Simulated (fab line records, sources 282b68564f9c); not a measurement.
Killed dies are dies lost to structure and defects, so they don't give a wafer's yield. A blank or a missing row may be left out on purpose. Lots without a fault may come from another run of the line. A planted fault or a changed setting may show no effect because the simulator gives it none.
Which tool did it? | flow rit_cmos | 14 lots, 42 wafers sampled, at 2 steps of a route of 202

WHAT THE GAUGES READ, wafer by wafer
RIT_NRETRO_TW_MEAS_10.
lot  | measured    | on            | NRETRO_TW
L903 | day 2 12:43 | film_metro-03 | 1048 1050 1053
L904 | day 2 16:28 | film_metro-04 | 1043 1049 1044
L905 | day 2 22:31 | film_metro-01 | 1069 1072 1065
L906 | day 3 05:20 | film_metro-03 | 1057 1056 1050
L908 | day 3 15:36 | film_metro-04 | 1039 1044 1046
L910 | day 3 23:19 | film_metro-03 | 1054 1052 1056
L911 | day 4 04:16 | film_metro-04 | 1044 1046 1045
L912 | day 4 09:21 | film_metro-01 | 1075 1073 1070
L913 | day 4 16:00 | film_metro-01 | 1075 1066 1073
L914 | day 5 04:38 | film_metro-01 | 1071 1067 1074
L915 | day 5 09:23 | film_metro-04 | 1048 1054 1054
L916 | day 5 11:17 | film_metro-03 | 1046 1046 1053
L917 | day 5 16:02 | film_metro-03 | 1047 1052 1047
L920 | day 6 02:43 | film_metro-01 | 1075 1075 1081

RIT_REOX_THK_MEAS_04.
lot  | measured    | on            | REOX_OXIDE_THK (nm)
L903 | day 3 01:12 | film_metro-02 | 24.5 24.8 24.6
L904 | day 3 04:00 | film_metro-02 | 25.3 24.6 25.0
L905 | day 3 11:16 | film_metro-04 | 25.1 24.8 25.2
L906 | day 3 17:22 | film_metro-01 | 24.3 24.6 25.0
L908 | day 4 04:00 | film_metro-02 | 26.0 26.0 25.9
L910 | day 4 16:50 | film_metro-02 | 26.4 26.4 26.8
L911 | day 4 22:50 | film_metro-02 | 24.8 25.2 25.0
L912 | day 5 02:07 | film_metro-02 | 25.3 24.9 25.2
L913 | day 5 05:59 | film_metro-02 | 25.4 25.2 25.5
L914 | day 5 19:17 | film_metro-02 | 24.7 24.5 24.3
L915 | day 5 19:16 | film_metro-01 | 25.0 24.0 24.7
L916 | day 6 02:07 | film_metro-02 | 24.9 25.2 24.9
L917 | day 6 06:52 | film_metro-04 | 25.4 25.4 25.6
L920 | day 6 15:13 | film_metro-02 | 25.1 25.2 24.9

WHICH TOOL RAN EACH LOT (tool, then ch and the chambers of the sampled wafers, then the start)
The record holds no process step before these readings.

WHAT THE TOOLS THEMSELVES READ (means of the sampled wafers that have a number; where no wafer has one, the mark that the record gives instead)
The record holds no such reading with a usual standard deviation.

THE ANSWER, worked out from the rows above alone
Rule: what is usual is taken from the lots themselves. Put in order of their means at a reading, lots are off if they are a third of the lots or fewer, leave a main group of 4 or more, and stand apart from it by a gap of 3 or more times the standard deviation of the main group's means; of several such gaps the widest counts. A main group whose means are all the same, to the digits that the tables above print for the reading, isn't used. A lot without any number at a reading at which 4 lots or more have one is off too. The other lots that the step has rows for count as sound. The gauges are gone through in route order, then the tools' own readings, and for those a lot's mean is taken as printed above. The first step at which some lot is off is used, and at that step the reading that is off furthest; a lot without a number counts as furthest.
No lot is off at any reading shown: from this, nothing can be told.

WHAT THE SIMULATOR HAD PUT IN
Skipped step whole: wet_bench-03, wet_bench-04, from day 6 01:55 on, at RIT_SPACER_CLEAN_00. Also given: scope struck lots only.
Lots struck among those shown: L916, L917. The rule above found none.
